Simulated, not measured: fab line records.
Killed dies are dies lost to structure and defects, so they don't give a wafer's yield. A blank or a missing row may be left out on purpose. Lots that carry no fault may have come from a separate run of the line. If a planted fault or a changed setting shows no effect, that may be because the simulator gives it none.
Tool commonality check ; flow berkeleyCmos170 ; 42 wafers sampled across 14 lots

REASON IT WAS OPENED
At UCB170_NLDD_TW_MEAS_11 the reading NLDD_TW is flagged on 2 of 14 lots. No-fault wafers: 2206, standard deviation 19.
Rule: a lot is flagged when every wafer of it that has a number lies more than 4 standard deviations from that mean, or none has a number. The rest of the lots are taken to be sound.

lot;measured;on;NLDD_TW, wafer by wafer;flag
L579;day 7 16:20;filmMetro-01;2230 2223 2235;
L578;day 7 16:41;filmMetro-02;2223 2226 2223;
L582;day 7 23:26;filmMetro-02;2212 2215 2198;
L583;day 8 11:54;filmMetro-02;2196 2201 2203;
L585;day 8 12:09;filmMetro-03;2180 2185 2194;
L584;day 8 12:10;filmMetro-01;2232 2212 2235;
L586;day 9 13:22;filmMetro-03;2181 2181 2170;
L592;day 9 21:04;filmMetro-01;2219 2220 2224;
L590;day 10 00:58;filmMetro-03;2112 2125 2102;FLAGGED
L591;day 10 01:29;filmMetro-03;2180 2181 2178;
L587;day 10 01:47;filmMetro-03;2104 2110 2112;FLAGGED
L599;day 11 12:53;filmMetro-02;2210 2209 2210;
L600;day 11 13:09;filmMetro-02;2212 2203 2200;
L601;day 11 21:17;filmMetro-03;2177 2173 2182;
Average over the flagged lots: 2111; offset from the usual -95, equal to -5 standard deviations.

LOT BY LOT: THE TOOL USED
The record keeps 1 process step preceding the reading, out of 331 steps on the route. Every cell lists first the tool, next ch and the chambers used by the sampled wafers, and last the start.
lot;flag;UCB170_NLDD_IMPLANT_09
L579;;implanter-03 ch 0, day 7 16:07
L578;;implanter-01 ch 0, day 7 16:26
L582;;implanter-04 ch 0, day 7 23:11
L583;;implanter-03 ch 0, day 8 11:40
L585;;implanter-04 ch 0, day 8 11:54
L584;;implanter-01 ch 0, day 8 11:55
L586;;implanter-03 ch 0, day 9 13:07
L592;;implanter-03 ch 0, day 9 20:52
L590;FLAGGED;implanter-03 ch 0, day 10 00:43
L591;;implanter-04 ch 0, day 10 01:14
L587;FLAGGED;implanter-03 ch 0, day 10 01:34
L599;;implanter-01 ch 0, day 11 12:38
L600;;implanter-04 ch 0, day 11 12:55
L601;;implanter-04 ch 0, day 11 21:03
What is done by these steps:
- UCB170_NLDD_IMPLANT_09
- UCB170_NLDD_TW_MEAS_11

FLAGGED OVER TOTAL, TOOL BY TOOL (the gauges that took the reading come last)
step;tool;lots run;flagged;share of the flagged lots;sound lots run after its first flagged lot
UCB170_NLDD_IMPLANT_09;implanter-01;3;0;none;-
UCB170_NLDD_IMPLANT_09;implanter-03;6;2;all;0
UCB170_NLDD_IMPLANT_09;implanter-04;5;0;none;-
UCB170_NLDD_TW_MEAS_11;filmMetro-01;3;0;none;-
UCB170_NLDD_TW_MEAS_11;filmMetro-02;5;0;none;-
UCB170_NLDD_TW_MEAS_11;filmMetro-03;6;2;all;2 (L591,L601)

THE TABLE: WHAT IT ALLOWS
Every flagged lot went through 2 rows of the table: implanter-03 at UCB170_NLDD_IMPLANT_09 and filmMetro-03 at UCB170_NLDD_TW_MEAS_11.
- implanter-03 at UCB170_NLDD_IMPLANT_09 ran 6 lots, 2 of them flagged. Its last sound lot is L592 (day 9 20:52), its first flagged lot L590 (day 10 00:43): a fault that began between those two fits. Its own readings (doseIonsCm2, faradayCurrentUA) fall more than 4 standard deviations out on all wafers of the flagged lots.
- filmMetro-03 at UCB170_NLDD_TW_MEAS_11 ran 6 lots, 2 of them flagged. Sound lots followed the first flagged one (L591, L601) on it, something a lasting fault affecting the whole tool could not allow.
What remains is a single tool, implanter-03 at UCB170_NLDD_IMPLANT_09.

WHAT THE SIMULATOR HAD PUT IN
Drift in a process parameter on implanter-03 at UCB170_NLDD_IMPLANT_09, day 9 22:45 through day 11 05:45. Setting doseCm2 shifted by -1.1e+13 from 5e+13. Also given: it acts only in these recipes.
Struck lots among those shown: L590, L587. The rule above reached the same finding.
